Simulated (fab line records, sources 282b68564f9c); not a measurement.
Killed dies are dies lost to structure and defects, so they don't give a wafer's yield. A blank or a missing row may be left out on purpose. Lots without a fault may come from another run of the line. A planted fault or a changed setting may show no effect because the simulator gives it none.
Problem report in the 8D (eight disciplines) form, filled by code | flow rit_cmos | the parts of the form that need people (team, actions taken, sign-off) are left out

1. THE PROBLEM
cd_nm at RIT_M1_CD_MEAS_09 reads a mean of 2530.9 nm on 6 wafers of 2 lots; wafers without a fault read 2599.4 nm with a standard deviation of 2.4. That is -29 standard deviations from the usual mean.
The step: target cd 2600 nm.
First seen on wafer L690.3, day 7 07:58, on cd_sem-01. The record holds 42 wafers of 14 lots with a number at this step. Rule for "out", or "out of limits": more than 4 standard deviations from the usual mean. The other wafers with a number count as sound.

2. WHAT IT IS AND WHAT IT IS NOT
question                    | is                     | is not
which readings at this step | cd_nm                  | -
which lots                  | L690, L692             | L673, L675, L677, L678, L679, L680, L681, L682, L683, L691, L694, L696
which wafers of those lots  | all that have a number | -
read on which gauges        | cd_sem-01              | cd_sem-02
when                        | from day 7 07:58       | up to then (27 sound wafers); but 9 sound wafers of L691, L694, L696 came after

3. SUSPECTS, AND WHAT RULES EACH OUT
Counting: a tool at a process step up to the reading stays a suspect if it ran every lot that is out and no sound lot after the first of them.
- the gauge at RIT_M1_CD_MEAS_09: kept. All the wafers that are out were read on cd_sem-01, and no step on other tools shows them out.
- litho_track-03 at RIT_M1_COAT_04 (resist thk 1300 nm): kept. It ran every lot that is out, first L690 (day 7 07:07), and no sound lot after that; its last sound lot up to then is L681 (day 4 23:35).
Left after counting: litho_track-03 at RIT_M1_COAT_04, cd_sem-01 at RIT_M1_CD_MEAS_09.

4. THE CAUSE (what the simulator had put in)
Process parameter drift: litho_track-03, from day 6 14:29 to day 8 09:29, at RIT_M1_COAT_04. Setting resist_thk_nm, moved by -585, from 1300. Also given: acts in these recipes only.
Counting left 2 suspects, and this tool is among them.

5. THE CHAIN OF EFFECTS, in route order
Each row: a reading whose mean over the struck wafers that have a number lies more than 3 standard deviations from the usual. Only readings for which the record gives a usual standard deviation are gone through. hours: the time from each lot's start at the first step in this table that gives one to its start at this step, as a median over the lots. sigmas: the change in usual standard deviations.
hours | step              | reading | usual     | on struck wafers | change | sigmas
0     | RIT_M1_CD_MEAS_09 | cd_nm   | 2599.4 nm | 2530.9           | -68.5  | -29

6. WHAT WOULD HAVE CAUGHT IT SOONER
In this record the first reading out of limits at a measuring or inspecting step was taken at day 7 07:58, 17 hours after the fault began at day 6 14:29.
Of the lots that are out (2), L692 began RIT_M1_COAT_04 on litho_track-03 after day 7 07:58. A hold on the tool at that time would have spared it.
